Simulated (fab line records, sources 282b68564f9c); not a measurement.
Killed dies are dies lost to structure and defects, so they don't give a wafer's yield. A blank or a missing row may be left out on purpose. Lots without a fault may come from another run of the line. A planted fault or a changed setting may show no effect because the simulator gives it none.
One fault seen from 2 desks | flow rit_cmos | each desk has only its own numbers; what lay behind them comes last

THE METROLOGY DESK
What the gauges read, lot by lot, whatever tool the lot ran on: means of the sampled wafers that have a number. A lot is out of limits, marked OUT, if its mean lies more than 4 standard deviations from the usual mean; the brackets give that distance.
Columns: A = ACTIVE_OXIDE_THK at RIT_ACTIVE_THK_MEAS_02, usual 44.3 nm; B = NWELL_TW at RIT_NWELL_TW_MEAS_10, usual 2158; C = PLDD_OVL at RIT_PLDD_OVL_MEAS_06, usual -0.8 nm; D = SILICIDE_TI_RS at RIT_SILICIDE_RS_MEAS_02, usual 48.7 ohm/sq; E = SILICIDE_TI_THK at RIT_SILICIDE_THK_MEAS_03, usual 29.9 nm
lot  | first seen here | A    | B    | C    | D              | E
L626 | day 1 12:04     | 45.0 | 2173 | -0.2 | 49.7           | 29.4
L627 | day 1 17:03     | 45.5 | 2203 | -1.0 | 49.4           | 29.6
L628 | day 1 22:04     | 44.3 | 2113 | -1.9 | 50.1           | 29.2
L632 | day 2 18:05     | 44.2 | 2122 | 1.0  | 49.5           | 29.5
L633 | day 2 23:04     | 43.2 | 2129 | 1.1  | 48.6           | 29.8
L634 | day 3 04:03     | 43.5 | 2125 | -4.3 | 48.5           | 30.0
L635 | day 3 11:11     | 43.4 | 2158 | -2.0 | 50.1           | 29.3
L637 | day 3 21:30     | 45.3 | 2124 | -1.1 | 48.7           | 30.1
L640 | day 4 10:03     | 44.4 | 2158 | -0.3 | 84.5 (+37) OUT | 19.3 (-21) OUT
L642 | day 4 20:04     | 43.1 | 2156 | 1.3  | 86.4 (+39) OUT | 19.1 (-22) OUT
L643 | day 5 01:13     | 43.4 | 2160 | -2.8 | 47.2           | 30.8
L644 | day 5 06:04     | 44.4 | 2148 | -0.9 | 48.0           | 30.2
L647 | day 5 21:03     | 43.4 | 2194 | -1.2 | 47.6           | 30.4
L648 | day 6 03:26     | 43.2 | 2153 | -1.1 | 49.1           | 29.6
This desk's finding: out of limits on L640, L642; first on L640, day 6 02:52 (SILICIDE_TI_RS at RIT_SILICIDE_RS_MEAS_02). In limits: L626, L627, L628, L632, L633, L634, L635, L637, L643, L644, L647, L648.

THE TOOL OWNER'S DESK: pvd_sputter-01
The tool's own readings at RIT_SILICIDE_SPUTTER_01 (material Ti, target thk 30 nm, time 236.4 s): means of the sampled wafers that have a number, for each lot that ran on this tool. A lot is out of limits, marked OUT, if its mean lies more than 4 standard deviations from the usual mean; the brackets give that distance.
Columns: A = throttle_valve_pct at RIT_SILICIDE_SPUTTER_01, usual 30.7 %
lot  | first seen here | A
L626 | day 3 01:47     | 30.9
L627 | day 3 07:49     | 31.0
L628 | day 3 11:22     | 30.6
L635 | day 5 07:32     | 30.3
L640 | day 6 02:43     | 31.1
L642 | day 6 09:19     | 30.8
This desk's finding: nothing out of limits on any of the 6 lots.

PUT TOGETHER
The metrology desk could have raised an alarm at day 6 02:52, on L640, L642.
The tool owner's desk saw nothing out of limits.
The tool owner's desk has L640, L642 on record, within its limits.
Of the lots named, all ran RIT_SILICIDE_SPUTTER_01 on pvd_sputter-01.

WHAT THE SIMULATOR HAD PUT IN
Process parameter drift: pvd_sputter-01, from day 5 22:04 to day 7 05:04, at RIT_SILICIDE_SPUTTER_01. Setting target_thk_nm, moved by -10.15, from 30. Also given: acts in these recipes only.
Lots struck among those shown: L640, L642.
Hours from the fault's start to each desk's first reading out of limits: the metrology desk, 5.
